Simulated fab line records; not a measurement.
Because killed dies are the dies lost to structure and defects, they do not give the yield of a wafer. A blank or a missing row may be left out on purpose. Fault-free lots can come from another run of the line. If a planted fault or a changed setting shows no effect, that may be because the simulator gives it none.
Commonality check across tools + flow rit-cmos + 14 lots, 42 wafers sampled

## WHAT PROMPTED THE OPENING
RIT_M1_RS_MEAS_01, reading M1_AL_RS: flagged on 2 of 14 lots. Wafers without a fault read 0.0732 ohm/sq, standard deviation 0.0011.
Rule: a lot is flagged in two cases, either no wafer of it has a number, or all its wafers with numbers fall more than 4 standard deviations from that mean. All remaining lots are regarded as sound.

| lot  | measured    | on            | M1_AL_RS (ohm/sq), wafer by wafer | flag    |
|------|-------------|---------------|-----------------------------------|---------|
| L607 | day 3 05:17 | film-metro-02 | 0.0734 0.0735 0.0717              |         |
| L608 | day 3 11:19 | film-metro-02 | 0.0748 0.0742 0.0746              |         |
| L609 | day 3 14:32 | film-metro-03 | 0.0752 0.0748 0.0741              |         |
| L610 | day 3 21:46 | film-metro-01 | 0.0726 0.0738 0.0739              |         |
| L613 | day 4 17:48 | film-metro-03 | 0.0524 0.0520 0.0518              | FLAGGED |
| L614 | day 4 20:59 | film-metro-03 | 0.0716 0.0725 0.0713              |         |
| L615 | day 5 07:58 | film-metro-03 | 0.0516 0.0520 0.0528              | FLAGGED |
| L616 | day 5 10:49 | film-metro-02 | 0.0715 0.0709 0.0713              |         |
| L619 | day 5 20:35 | film-metro-01 | 0.0722 0.0745 0.0725              |         |
| L622 | day 6 09:06 | film-metro-02 | 0.0736 0.0737 0.0734              |         |
| L624 | day 6 20:03 | film-metro-01 | 0.0730 0.0725 0.0737              |         |
| L627 | day 7 08:50 | film-metro-01 | 0.0740 0.0738 0.0727              |         |
| L628 | day 7 15:19 | film-metro-01 | 0.0725 0.0714 0.0722              |         |
| L630 | day 8 04:29 | film-metro-01 | 0.0739 0.0743 0.0733              |         |
The numbers of the flagged lots are 0.0521 ohm/sq on average: -0.0211 ohm/sq against the usual, or -19 standard deviations.

## TOOL THAT RAN EACH LOT
The record holds 1 process step before the reading, out of a route of 202 steps. Read each cell as the tool, then ch plus the chambers that the sampled wafers visited, then the start.
| lot  | flag    | RIT_M1_SPUTTER_00           |
|------|---------|-----------------------------|
| L607 |         | pvd-sputter-02, day 3 04:57 |
| L608 |         | pvd-sputter-03, day 3 11:01 |
| L609 |         | pvd-sputter-02, day 3 14:13 |
| L610 |         | pvd-sputter-01, day 3 21:28 |
| L613 | FLAGGED | pvd-sputter-02, day 4 17:35 |
| L614 |         | pvd-sputter-01, day 4 20:38 |
| L615 | FLAGGED | pvd-sputter-02, day 5 07:41 |
| L616 |         | pvd-sputter-01, day 5 10:32 |
| L619 |         | pvd-sputter-01, day 5 20:18 |
| L622 |         | pvd-sputter-03, day 6 08:48 |
| L624 |         | pvd-sputter-01, day 6 19:43 |
| L627 |         | pvd-sputter-03, day 7 08:33 |
| L628 |         | pvd-sputter-01, day 7 15:01 |
| L630 |         | pvd-sputter-03, day 8 04:11 |
What the steps here do:
- RIT_M1_SPUTTER_00: material Al, target thk 400 nm, time 500 s.
- RIT_M1_RS_MEAS_01: measures by four-point-probe.

## FLAGGED AGAINST TOTAL, ONE TOOL AT A TIME (gauges that did the reading follow at the end)
| step              | tool           | lots run | flagged | share of the flagged lots | sound lots run after its first flagged lot |
|-------------------|----------------|----------|---------|---------------------------|--------------------------------------------|
| RIT_M1_SPUTTER_00 | pvd-sputter-01 | 6        | 0       | none                      | -                                          |
| RIT_M1_SPUTTER_00 | pvd-sputter-02 | 4        | 2       | all                       | 0                                          |
| RIT_M1_SPUTTER_00 | pvd-sputter-03 | 4        | 0       | none                      | -                                          |
| RIT_M1_RS_MEAS_01 | film-metro-01  | 6        | 0       | none                      | -                                          |
| RIT_M1_RS_MEAS_01 | film-metro-02  | 4        | 0       | none                      | -                                          |
| RIT_M1_RS_MEAS_01 | film-metro-03  | 4        | 2       | all                       | 1 (L614)                                   |

## WHAT THE TABLE PERMITS
Table rows that saw every flagged lot: 2, namely pvd-sputter-02 at RIT_M1_SPUTTER_00 and film-metro-03 at RIT_M1_RS_MEAS_01.
- pvd-sputter-02 at RIT_M1_SPUTTER_00: 2 of its 4 lots flagged. A fault beginning between L609 (day 3 14:13), its last sound lot, and L613 (day 4 17:35), its first flagged one, fits the data.
- film-metro-03 at RIT_M1_RS_MEAS_01: 2 of its 4 lots flagged. After the first flagged lot (L614), sound lots still ran on it; a lasting fault on the whole tool would not permit that.
One tool is left: pvd-sputter-02 at RIT_M1_SPUTTER_00.

## WHAT HAD BEEN PUT IN BY THE SIMULATOR
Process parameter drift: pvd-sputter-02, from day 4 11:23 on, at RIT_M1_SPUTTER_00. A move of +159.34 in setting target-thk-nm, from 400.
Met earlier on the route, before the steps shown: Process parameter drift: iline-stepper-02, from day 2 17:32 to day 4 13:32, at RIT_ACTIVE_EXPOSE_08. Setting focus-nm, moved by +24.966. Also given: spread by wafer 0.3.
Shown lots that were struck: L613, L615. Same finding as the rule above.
